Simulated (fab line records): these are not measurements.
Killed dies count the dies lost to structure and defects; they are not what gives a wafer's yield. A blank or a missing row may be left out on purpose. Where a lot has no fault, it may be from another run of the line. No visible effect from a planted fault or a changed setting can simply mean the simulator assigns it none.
fab line records	flow ritCmos
record lots=7	wafers=21	lastDay=7
route steps=202 shown CONTACT@172 M1@184
lots that met no fault: from a run of the same line without faults
startH: the number of hours between the record's first day and the start of the first shown wafer of the lot	waitH: hours elapsed since this lot's preceding step	" the same as in the row above	L1.1+2: several wafers, shown together as one row	- either no value or no given start	* or withheld: withheld	< > ~ a bound
route shown NAME@n: a module of which the file shows steps, and the number in the route of the first	usual: average and standard deviation across the fault-free wafers	same: alike in all rows	chamber/n: place in a boat	sites: each site's reading	_std_site: standard deviation across them	_edge_site: the outer-site mean with the inner-site mean subtracted	radiusMm: how far each site lies from the wafer's centre	mask NAME#n: copy n	behind: the tool/chamber that last shaped the wafer	hold: the reason the lot was held/the length of the hold in hours/how it ended	device: transistor that didn't switch, given as n, p or np	end of line: the tests these same wafers got at the end of their route	step lacking rows: just its recipe	killed: dies lost to structure and defects at the first sort, not the wafer's yield	map: shows each die of a wafer: x if killed, . if not, _ if none is there
set.NAME: the setting the step ran with; set.NAME@STEP: the setting that earlier step ran with	model.NAME: the simulator's own value behind a step, which no gauge read
lots at some steps of the route; a table a step, a row a wafer
services: when a tool's chamber went out of use (startH, in hours from the record's first day, below 0 if earlier), for how many hours, and the reason
## steps
# step RIT_CONTACT_SOFTBAKE_04
# recipe resist=NOVOLAK	tempC=90	timeS=60
# step RIT_CONTACT_EXPOSE_05
# recipe maskId=M11	na=0.6	sourceShape=conventional	sigmaOuter=0.5	targetCdNm=1000	doseMj=250
# step RIT_CONTACT_PEB_06
# recipe resist=NOVOLAK	tempC=withheld	timeS=withheld
# step RIT_CONTACT_DEVELOP_07
# recipe resist=NOVOLAK	developTimeS=120	devTempC=23
# step RIT_CONTACT_CD_MEAS_08
# recipe targetCdNm=1000
# usual cdNm=999.7/2.1
lot.wafer	tool	chamber	startH	waitH	cdNm
L956.3	cdSem-02	-	53.62	-	994.4
L956.4	"	-	"	"	995.7
L956.5	"	-	"	"	995.5
L961.1	cdSem-02	-	78.60	-	997.7
L961.3	"	-	"	"	997.9
L961.6	"	-	"	"	998.8
L966.1	cdSem-01	-	106.36	-	1001.2
L966.3	"	-	"	"	998.4
L966.6	"	-	"	"	1001.4
L968.1	cdSem-01	-	114.30	-	1000.7
L968.5	"	-	"	"	1002.2
L968.6	"	-	"	"	1003.7
L969.2	cdSem-02	-	118.27	-	998.7
L969.3	"	-	"	"	1000.7
L969.4	"	-	"	"	999.0
L970.1	cdSem-02	-	123.58	-	1000.5
L970.4	"	-	"	"	1000.1
L970.6	"	-	"	"	1000.0
L979.3	cdSem-01	-	166.64	-	1001.4
L979.5	"	-	"	"	1002.2
L979.6	"	-	"	"	1002.7
# step RIT_CONTACT_OVL_MEAS_09
# usual CONTACT_OVL=-0.7/1.3
lot.wafer	tool	chamber	startH	waitH	CONTACT_OVL[nm]
L956.3	overlay-02	-	53.71	0.1	2.0
L956.4	"	-	"	"	-0.8
L956.5	"	-	"	"	1.3
L961.1	overlay-01	-	78.72	0.1	-0.8
L961.3	"	-	"	"	-1.6
L961.6	"	-	"	"	-2.6
L966.1	overlay-01	-	106.48	0.1	-0.6
L966.3	"	-	"	"	-0.1
L966.6	"	-	"	"	-2.2
L968.1	overlay-01	-	114.42	0.1	0.2
L968.5	"	-	"	"	-2.4
L968.6	"	-	"	"	-1.3
L969.2	overlay-02	-	118.38	0.1	1.7
L969.3	"	-	"	"	0.3
L969.4	"	-	"	"	0.6
L970.1	overlay-02	-	123.70	0.1	0.0
L970.4	"	-	"	"	0.9
L970.6	"	-	"	"	0.7
L979.3	overlay-01	-	166.73	0.1	-1.8
L979.5	"	-	"	"	-3.5
L979.6	"	-	"	"	0.0
# step RIT_CONTACT_HARDBAKE_10
# recipe resist=NOVOLAK	tempC=140	timeS=60
# step RIT_CONTACT_ETCH_11
# recipe targetDepthA=4800	overEtchFrac=0.2	stopOn=TiSi2	chemistry=CHF3/CF4/Ar	target=SiO2	CHF3_flow_sccm=50	cf4FlowSccm=10	Ar_flow_sccm=100	O2_flow_sccm=5	pressureMtorr=100	rfW=200	timeS=320
# usual drypumpMotorCurrentA=5.8/0.37	mfcArSccm=99.96/0.27	oesProductAu=0.990/0.018	throttleValvePct=8.77/0.11
lot.wafer	tool	chamber	startH	waitH	drypumpMotorCurrentA	mfcArSccm	oesProductAu	rfHoursCounterH	throttleValvePct
L956.3	rieDiel-02	1	53.89	0.1	5.8	99.60	0.966	8	8.95
L956.4	"	1	"	"	5.8	100.34	0.967	-	8.96
L956.5	"	0	"	"	5.5	99.71	0.984	-	8.89
L961.1	rieDiel-04	0	78.92	0.1	5.4	100.19	0.984	96	8.84
L961.3	"	3	"	"	6.3	100.22	0.971	71	8.77
L961.6	"	3	"	"	6.3	100.02	0.969	-	8.77
L966.1	rieDiel-01	1	106.67	0.1	5.7	100.30	1.024	1	8.60
L966.3	"	0	"	"	5.5	100.13	1.016	6	8.58
L966.6	"	0	"	"	5.5	99.53	1.014	-	8.59
L968.1	rieDiel-01	0	114.60	0.1	5.5	99.85	1.013	6	8.61
L968.5	"	2	"	"	6.1	99.72	0.972	-	8.77
L968.6	"	1	"	"	5.7	99.47	1.018	-	8.62
L969.2	rieDiel-02	0	118.56	0.1	5.5	100.39	1.016	1	8.89
L969.3	"	3	"	"	5.9	99.85	0.994	1	8.82
L969.4	"	1	"	"	5.8	99.77	0.972	10	8.95
L970.1	rieDiel-04	2	123.88	0.1	5.6	100.12	0.996	149	8.71
L970.4	"	3	"	"	6.3	99.88	0.968	72	8.79
L970.6	"	3	"	"	6.3	99.98	0.969	-	8.78
L979.3	rieDiel-02	0	166.90	0.1	5.5	99.73	1.021	2	8.89
L979.5	"	1	"	"	5.8	100.01	0.975	-	8.94
L979.6	"	0	"	"	5.5	99.85	1.028	-	8.89
# step RIT_CONTACT_STRIP_12
# recipe chemistry=O2	timeS=180	resist=NOVOLAK	platenTempC=withheld	powerW=500	pressureMtorr=4000	o2FlowSccm=4000
# usual drypumpMotorCurrentA=5.4/0.47	rfReflPowerW=6.4/1.7
lot.wafer	tool	chamber	startH	waitH	drypumpMotorCurrentA	rfHoursCounterH	rfReflPowerW
L956.3	plasmaAsher-03	1	54.14	0.2	4.9	-	6.7
L956.4	"	0	"	"	5.7	-	4.2
L956.5	"	1	"	"	4.9	-	6.6
L961.1	plasmaAsher-01	0	79.12	0.1	5.4	45	5.7
L961.3	"	1	"	"	4.8	-	4.7
L961.6	"	1	"	"	4.8	-	4.6
L966.1	plasmaAsher-03	1	106.86	0.1	5.0	48	7.1
L966.3	"	0	"	"	5.7	-	4.4
L966.6	"	0	"	"	5.7	-	4.3
L968.1	plasmaAsher-03	0	114.80	0.1	5.7	49	4.4
L968.5	"	0	"	"	5.7	-	4.3
L968.6	"	1	"	"	4.9	-	6.9
L969.2	plasmaAsher-04	0	118.75	0.1	6.2	48	9.2
L969.3	"	0	"	"	6.2	-	9.2
L969.4	"	1	"	"	5.0	-	7.1
L970.1	plasmaAsher-04	1	124.08	0.1	5.0	49	7.0
L970.4	"	1	"	"	5.0	-	7.1
L970.6	"	1	"	"	5.0	-	6.9
L979.3	plasmaAsher-04	0	167.15	0.2	6.2	-	9.5
L979.5	"	1	"	"	5.0	-	6.9
L979.6	"	0	"	"	6.1	-	9.3
# step RIT_CONTACT_CD_MEAS_90
# recipe targetCdNm=1000
# usual cdNm=999.7/2
lot.wafer	tool	chamber	startH	waitH	cdNm
L956.3	cdSem-01	-	54.29	0.1	994.9
L956.4	"	-	"	"	994.9
L956.5	"	-	"	"	995.6
L961.1	cdSem-01	-	79.29	0.1	997.6
L961.3	"	-	"	"	998.0
L961.6	"	-	"	"	998.8
L966.1	cdSem-01	-	107.04	0.1	1001.3
L966.3	"	-	"	"	998.8
L966.6	"	-	"	"	1001.2
L968.1	cdSem-02	-	114.97	0.1	1001.2
L968.5	"	-	"	"	1002.0
L968.6	"	-	"	"	1004.5
L969.2	cdSem-01	-	118.95	0.1	998.8
L969.3	"	-	"	"	1001.2
L969.4	"	-	"	"	999.6
L970.1	cdSem-02	-	124.25	0.1	1001.1
L970.4	"	-	"	"	1000.5
L970.6	"	-	"	"	999.9
L979.3	cdSem-02	-	167.31	0.1	1001.1
L979.5	"	-	"	"	1001.9
L979.6	"	-	"	"	1002.2
# step RIT_CONTACT_CLEAN_13
# recipe chemistry=SC1	mix=3:3:50	timeS=600	tempC=75
# step RIT_CONTACT_CLEAN_14
# recipe chemistry=SC2	mix=3:3:50	timeS=600	tempC=75	dry=n2Spin
# step RIT_M1_SPUTTER_00
# recipe material=Al	targetThkNm=400	powerW=2055	chamberPressurePa=0.4	gas=Ar	timeS=500	substrateTempC=25
# usual throttleValvePct=29.9/0.52
lot.wafer	tool	chamber	startH	waitH	throttleValvePct
L956.3	pvdSputter-03	-	54.72	0.0	29.5
L956.4	"	-	"	"	30.3
L956.5	"	-	"	"	30.3
L961.1	pvdSputter-02	-	79.78	0.0	30.1
L961.3	"	-	"	"	30.5
L961.6	"	-	"	"	30.5
L966.1	pvdSputter-03	-	107.52	0.0	30.2
L966.3	"	-	"	"	29.8
L966.6	"	-	"	"	30.1
L968.1	pvdSputter-03	-	115.46	0.0	29.9
L968.5	"	-	"	"	29.6
L968.6	"	-	"	"	30.5
L969.2	pvdSputter-04	-	119.43	0.0	30.2
L969.3	"	-	"	"	29.7
L969.4	"	-	"	"	28.7
L970.1	pvdSputter-03	-	124.72	0.0	30.1
L970.4	"	-	"	"	29.4
L970.6	"	-	"	"	30.4
L979.3	pvdSputter-04	-	167.76	0.0	28.6
L979.5	"	-	"	"	30.3
L979.6	"	-	"	"	28.8
# step RIT_M1_RS_MEAS_01
# recipe thkMeasGauge=four-point-probe	reads=Al_of_M1_SPUTTER_00
# usual M1_AL_RS=0.0712/0.00075
lot.wafer	tool	chamber	startH	waitH	M1_AL_RS[ohm/sq]
L956.3	filmMetro-02	-	55.16	0.3	0.0701
L956.4	"	-	"	"	0.0708
L956.5	"	-	"	"	0.0712
L961.1	filmMetro-02	-	80.07	0.1	0.0703
L961.3	"	-	"	"	0.0705
L961.6	"	-	"	"	0.0711
L966.1	filmMetro-01	-	107.82	0.1	0.0886
L966.3	"	-	"	"	0.0880
L966.6	"	-	"	"	0.0908
L968.1	filmMetro-04	-	115.75	0.1	0.0899
L968.5	"	-	"	"	0.0888
L968.6	"	-	"	"	0.0902
L969.2	filmMetro-04	-	119.74	0.2	0.0722
L969.3	"	-	"	"	0.0722
L969.4	"	-	"	"	0.0715
L970.1	filmMetro-04	-	125.02	0.1	0.0903
L970.4	"	-	"	"	0.0891
L970.6	"	-	"	"	0.0885
L979.3	filmMetro-04	-	168.09	0.2	0.0713
L979.5	"	-	"	"	0.0712
L979.6	"	-	"	"	0.0705
# step RIT_M1_THK_MEAS_02
# recipe thkMeasGauge=xrf	reads=Al_of_M1_SPUTTER_00
# usual M1_AL_THK=416/4.2
lot.wafer	tool	chamber	startH	waitH	M1_AL_THK[nm]
L956.3	filmMetro-02	-	55.26	0.1	420
L956.4	"	-	"	"	416
L956.5	"	-	"	"	411
L961.1	filmMetro-02	-	80.19	0.1	420
L961.3	"	-	"	"	418
L961.6	"	-	"	"	413
L966.1	filmMetro-01	-	107.94	0.1	354
L966.3	"	-	"	"	356
L966.6	"	-	"	"	346
L968.1	filmMetro-04	-	115.87	0.1	348
L968.5	"	-	"	"	352
L968.6	"	-	"	"	348
L969.2	filmMetro-04	-	119.85	0.1	410
L969.3	"	-	"	"	412
L969.4	"	-	"	"	416
L970.1	filmMetro-04	-	125.14	0.1	343
L970.4	"	-	"	"	350
L970.6	"	-	"	"	350
L979.3	filmMetro-04	-	168.19	0.1	415
L979.5	"	-	"	"	417
L979.6	"	-	"	"	417
# step RIT_M1_HMDS_03
# recipe primeTimeS=60	primeTempC=140
# step RIT_M1_COAT_04
# recipe resist=NOVOLAK	spinRpm=2000	resistThkNm=1300
# step RIT_M1_SOFTBAKE_05
# recipe resist=NOVOLAK	tempC=90	timeS=60
# step RIT_M1_EXPOSE_06
# recipe maskId=M12	na=0.6	sourceShape=conventional	sigmaOuter=0.5	targetCdNm=2600	doseMj=250
# step RIT_M1_PEB_07
# recipe resist=NOVOLAK	tempC=withheld	timeS=withheld
# step RIT_M1_DEVELOP_08
# recipe resist=NOVOLAK	developTimeS=68	devTempC=23.83
# step RIT_M1_CD_MEAS_09
# recipe targetCdNm=2600
# usual cdNm=2600.6/1.9
lot.wafer	tool	chamber	startH	waitH	cdNm
L956.3	cdSem-02	-	56.42	-	2602.1
L956.4	"	-	"	"	2603.0
L956.5	"	-	"	"	2603.1
L961.1	cdSem-02	-	81.27	-	2598.5
L961.3	"	-	"	"	2599.5
L961.6	"	-	"	"	2600.1
L966.1	cdSem-01	-	109.12	-	2596.2
L966.3	"	-	"	"	2595.8
L966.6	"	-	"	"	2595.9
L968.1	cdSem-01	-	116.94	-	2599.7
L968.5	"	-	"	"	2601.1
L968.6	"	-	"	"	2601.4
L969.2	cdSem-02	-	121.09	-	2599.5
L969.3	"	-	"	"	2600.4
L969.4	"	-	"	"	2597.9
L970.1	cdSem-02	-	126.20	-	2600.2
L970.4	"	-	"	"	2600.4
L970.6	"	-	"	"	2598.3
L979.3	cdSem-01	-	169.15	-	2601.8
L979.5	"	-	"	"	2599.4
L979.6	"	-	"	"	2601.8
# step RIT_M1_OVL_MEAS_10
# usual M1_OVL=-0.4/1.6
lot.wafer	tool	chamber	startH	waitH	M1_OVL[nm]
L956.3	overlay-02	-	56.51	0.1	2.7
L956.4	"	-	"	"	2.6
L956.5	"	-	"	"	2.1
L961.1	overlay-02	-	81.39	0.1	3.1
L961.3	"	-	"	"	2.3
L961.6	"	-	"	"	2.5
L966.1	overlay-02	-	109.24	0.1	1.5
L966.3	"	-	"	"	1.9
L966.6	"	-	"	"	1.3
L968.1	overlay-01	-	117.06	0.1	-2.3
L968.5	"	-	"	"	-0.3
L968.6	"	-	"	"	-2.1
L969.2	overlay-01	-	121.20	0.1	-0.4
L969.3	"	-	"	"	-0.6
L969.4	"	-	"	"	-0.7
L970.1	overlay-01	-	126.32	0.1	1.5
L970.4	"	-	"	"	-2.7
L970.6	"	-	"	"	2.3
L979.3	overlay-02	-	169.24	0.1	0.8
L979.5	"	-	"	"	0.1
L979.6	"	-	"	"	0.5
# step RIT_M1_HARDBAKE_11
# recipe resist=NOVOLAK	tempC=140	timeS=120
# step RIT_M1_METAL_ETCH_12
# recipe stopOn=SiO2	chemistry=Cl2/BCl3	target=Al	timeS=165	overEtchFrac=0.5	pressureMtorr=100	targetDepthA=6000	rfW=250	Cl2_flow_sccm=60	bcl3FlowSccm=50
# usual drypumpMotorCurrentA=5.5/0.3	mfcCl2Sccm=59.98/0.17	oesProductAu=0.792/0.011	throttleValvePct=8.29/0.058
lot.wafer	tool	chamber	startH	waitH	drypumpMotorCurrentA	mfcCl2Sccm	oesProductAu	rfHoursCounterH	throttleValvePct
L956.3	rieMetal-01	1	56.97	0.2	5.9	59.94	0.782	-	8.23
L956.4	"	0	"	"	5.0	60.01	0.791	-	8.27
L956.5	"	1	"	"	5.9	60.02	0.784	-	8.23
L961.1	rieMetal-02	1	81.77	0.2	5.7	60.11	0.793	34	8.31
L961.3	"	0	"	"	5.6	60.07	0.794	-	8.34
L961.6	"	1	"	"	5.7	60.06	0.783	-	8.31
L966.1	rieMetal-04	1	109.53	0.2	5.5	59.98	0.735	1	8.24
L966.3	"	0	"	"	5.7	59.76	0.738	-	8.41
L966.6	"	1	"	"	5.5	59.81	0.714	-	8.25
L968.1	rieMetal-01	0	117.39	0.2	5.0	59.72	0.713	4	8.29
L968.5	"	0	"	"	5.0	60.08	0.714	-	8.29
L968.6	"	1	"	"	5.9	60.01	0.703	-	8.24
L969.2	rieMetal-04	1	121.48	0.2	5.5	60.05	0.805	1	8.24
L969.3	"	0	"	"	5.6	60.03	0.790	-	8.38
L969.4	"	1	"	"	5.5	60.14	0.801	-	8.23
L970.1	rieMetal-02	0	126.61	0.2	5.5	59.67	0.711	39	8.37
L970.4	"	1	"	"	5.7	60.05	0.717	-	8.32
L970.6	"	1	"	"	5.7	59.85	0.724	-	8.32
L979.3	rieMetal-01	1	169.57	0.2	5.8	60.01	0.786	-	8.23
L979.5	"	1	"	"	5.9	60.12	0.776	-	8.24
L979.6	"	0	"	"	5.0	60.04	0.789	-	8.27
# step RIT_M1_STRIP_13
# recipe chemistry=nmp	resist=NOVOLAK	tempC=80	timeS=600	dry=n2Spin
# step RIT_M1_PROBE_99
# usual defectLimitedYield=97.4/1.1	killedAtContacts=0.1/0.27	killedAtFrontEnd=7/3	killedDies=7.0/3	killedOpen=3.5/2.1	killedShort=3.4/1.9	sort_bin_3_pad_short=0.1/0.19	sort_bin_5_function=1.4/0.77	sort_bin_6_memory=1.1/0.72	sortNPass=257.0/3	sortYieldPct=97.4/1.1
# same grossDies=264	killed_at_M0_to_M3=0	killed_at_M4_up=0	killedAtBackSide=0	killedAtOther=0
lot.wafer	tool	chamber	startH	waitH	defectLimitedYield[%]	killedAtContacts	killedAtFrontEnd	killedDies	killedOpen	killedShort	sort_bin_3_pad_short[%]	sort_bin_5_function[%]	sort_bin_6_memory[%]	sortNPass	sortYieldPct[%]
L956.3	prober-02	-	62.64	0.2	97.0	1	7	8	2	6	0	1.9	1.1	256.0	97.0
L956.4	prober-02	-	62.69	0.2	96.6	0	9	9	5	4	0	1.9	1.5	255.0	96.6
L956.5	prober-02	-	62.74	0.2	97.7	0	6	6	5	1	0	1.9	0.4	258.0	97.7
L961.1	prober-02	-	84.02	0.1	95.8	0	11	11	6	4	0	2.7	1.5	253.0	95.8
L961.3	prober-02	-	84.12	0.2	96.6	0	9	9	7	2	0	1.5	1.9	255.0	96.6
L961.6	prober-02	-	84.27	0.2	98.1	0	5	5	1	4	0	1.5	0.4	259.0	98.1
L966.1	prober-01	-	113.20	0.1	98.1	0	5	5	2	3	0.4	0	1.5	259.0	98.1
L966.3	prober-01	-	113.30	0.2	96.2	0	10	10	5	5	0	1.9	1.9	254.0	96.2
L966.6	prober-01	-	113.45	0.2	95.1	0	13	13	9	4	0	3.4	1.5	251.0	95.1
L968.1	prober-01	-	120.30	0.1	98.1	0	5	5	3	2	0	1.1	0.8	259.0	98.1
L968.5	prober-01	-	120.50	0.2	97.7	0	6	6	5	1	0	0.4	1.9	258.0	97.7
L968.6	prober-01	-	120.55	0.2	97.3	0	7	7	2	5	0.4	1.1	1.1	257.0	97.3
L969.2	prober-02	-	123.78	0.1	97.0	0	8	8	6	2	0	1.5	1.5	256.0	97.0
L969.3	prober-02	-	123.83	0.2	97.3	0	7	7	3	4	0	0.8	1.9	257.0	97.3
L969.4	prober-02	-	123.88	0.2	97.3	0	7	7	6	1	0.4	1.9	0.4	257.0	97.3
L970.1	prober-01	-	129.04	0.1	97.3	0	7	7	4	3	0.4	1.9	0.4	257.0	97.3
L970.4	prober-01	-	129.19	0.2	97.0	0	8	8	6	2	0	1.9	1.1	256.0	97.0
L970.6	prober-01	-	129.29	0.2	97.3	1	6	7	3	4	0	1.9	0.8	257.0	97.3
L979.3	prober-02	-	171.87	0.2	96.6	0	9	9	4	5	0	1.5	1.9	255.0	96.6
L979.5	prober-02	-	171.97	0.2	99.6	0	1	1	0	1	0	0.4	0	263.0	99.6
L979.6	prober-02	-	172.02	0.2	98.9	0	3	3	1	2	0	0.8	0.4	261.0	98.9
# killed by level:class
L956.3 FOX1:geometricParticle:short=3 FOX1:geometricParticle:open=2 REOX:geometricParticle:short=1 SPACER:geometricParticle:short=1 CONTACT:geometricParticle:short=1
L956.4 REOX:geometricParticle:open=2 FOX1:geometricParticle:short=1 GATE:geometricParticle:open=1 GATE:geometricParticle:short=1 SPACER:geometricParticle:open=1 SPACER:geometricParticle:short=1 SILICIDE:geometricParticle:short=1 SILICIDE:geometricParticle:open=1
L956.5 REOX:geometricParticle:open=2 SPACER:geometricParticle:open=2 FOX2:geometricParticle:open=1 GATE:geometricParticle:short=1
L961.1 GATE:geometricParticle:open=4 SPACER:geometricParticle:short=2 SILICIDE:geometricParticle:open=2 GATE:geometricParticle:short=1 REOX:geometricParticle:short=1 PRETRO:coatMicrobubblePrinted=1
L961.3 SPACER:geometricParticle:open=4 REOX:geometricParticle:open=2 FOX2:geometricParticle:short=1 SILICIDE:geometricParticle:short=1 SILICIDE:geometricParticle:open=1
L961.6 SPACER:geometricParticle:short=2 FOX2:geometricParticle:open=1 GATE:geometricParticle:short=1 REOX:geometricParticle:short=1
L966.1 REOX:geometricParticle:short=2 GATE:geometricParticle:open=1 REOX:geometricParticle:open=1 SILICIDE:geometricParticle:short=1
L966.3 SILICIDE:geometricParticle:short=3 SILICIDE:geometricParticle:open=3 GATE:geometricParticle:open=2 REOX:geometricParticle:short=1 SPACER:geometricParticle:short=1
L966.6 GATE:geometricParticle:open=5 SILICIDE:geometricParticle:open=2 FOX1:geometricParticle:short=1 FOX1:geometricParticle:open=1 GATE:geometricParticle:short=1 REOX:geometricParticle:short=1 REOX:geometricParticle:open=1 SPACER:geometricParticle:short=1
L968.1 SPACER:geometricParticle:short=2 SPACER:geometricParticle:open=2 REOX:geometricParticle:open=1
L968.5 SILICIDE:geometricParticle:open=2 SPACER:geometricParticle:open=2 REOX:geometricParticle:short=1 REOX:geometricParticle:open=1
L968.6 GATE:geometricParticle:short=3 FOX1:geometricParticle:short=1 REOX:geometricParticle:open=1 SPACER:geometricParticle:short=1 SILICIDE:geometricParticle:open=1
L969.2 GATE:geometricParticle:open=2 FOX1:geometricParticle:short=1 FOX2:geometricParticle:open=1 GATE:geometricParticle:short=1 REOX:geometricParticle:open=1 SPACER:geometricParticle:open=1 SILICIDE:geometricParticle:open=1
L969.3 SILICIDE:geometricParticle:short=2 FOX1:geometricParticle:short=1 REOX:geometricParticle:open=1 SPACER:geometricParticle:open=1 SPACER:geometricParticle:short=1 SILICIDE:geometricParticle:open=1
L969.4 SILICIDE:geometricParticle:open=2 FOX1:geometricParticle:open=1 FOX2:geometricParticle:open=1 GATE:geometricParticle:open=1 SPACER:geometricParticle:open=1 SPACER:geometricParticle:short=1
L970.1 FOX1:geometricParticle:short=2 FOX2:geometricParticle:open=2 FOX2:geometricParticle:short=1 GATE:geometricParticle:open=1 REOX:geometricParticle:open=1
L970.4 FOX2:geometricParticle:open=2 GATE:geometricParticle:open=2 REOX:geometricParticle:open=2 SPACER:geometricParticle:short=1 SILICIDE:geometricParticle:short=1
L970.6 FOX1:geometricParticle:short=1 GATE:geometricParticle:open=1 GATE:geometricParticle:short=1 SPACER:geometricParticle:short=1 SILICIDE:geometricParticle:open=1 SILICIDE:geometricParticle:short=1 CONTACT:geometricParticle:open=1
L979.3 GATE:geometricParticle:short=5 FOX1:geometricParticle:open=1 GATE:geometricParticle:open=1 REOX:geometricParticle:open=1 SPACER:geometricParticle:open=1
L979.5 GATE:geometricParticle:short=1
L979.6 GATE:geometricParticle:short=2 SPACER:geometricParticle:open=1
## services
tool	chamber	startH	hours	kind
rieDiel-04	-	38.59	0.4	repair
rieMetal-01	-	42.96	0.2	repair
rieDiel-02	1	44.88	4.7	repair
rieMetal-01	0	61.42	26.3	repair
plasmaAsher-03	-	63.43	0.4	repair
rieDiel-02	1	66.11	4.4	repair
rieDiel-04	2	71.65	5.1	repair
rieDiel-02	3	77.78	5.2	repair
rieDiel-04	3	86.38	5.6	repair
rieMetal-01	1	105.66	11.3	repair
plasmaAsher-01	-	108.87	9.0	pm
rieDiel-04	3	109.74	5.1	repair
pvdSputter-04	-	111.11	2.1	repair
plasmaAsher-01	-	117.87	2.8	pm
plasmaAsher-01	-	120.62	14.6	pm
rieDiel-02	0	130.28	9.4	repair
rieDiel-02	-	132.17	2.4	repair
rieDiel-01	3	133.35	11.7	repair
rieMetal-02	-	136.12	20.0	pm
rieMetal-04	-	136.19	4.0	pm
pvdSputter-02	-	143.79	8.6	repair
pvdSputter-02	-	148.80	4.6	repair
rieDiel-02	3	159.53	3.1	repair
rieMetal-01	-	164.96	0.3	repair
## key
firstSign step=RIT_M1_RS_MEAS_01	reading=M1_AL_RS	direction=up	sigmas=24	usual=0.0712	struck=0.0893
effect step=RIT_M1_THK_MEAS_02	reading=M1_AL_THK	direction=down	sigmas=16	usual=416	struck=350
effect step=RIT_M1_METAL_ETCH_12	reading=oesProductAu	direction=down	sigmas=6.7	usual=0.792	struck=0.719
metAt RIT_M1_SPUTTER_00
struckWafers L966.1,L966.3,L966.6,L968.1,L968.5,L968.6,L970.1,L970.4,L970.6
onsetBetween 54.72 107.52
fault kind=siteProfileDrift	tool=pvdSputter-03	chamber=-	onsetH=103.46	steps=RIT_M1_SPUTTER_00	basis=fraction	maxAbsDrift=0.34448	slopeSharePerHr=76.55	sitePattern=0,0,0,0,0,-1,-1,-1,-1
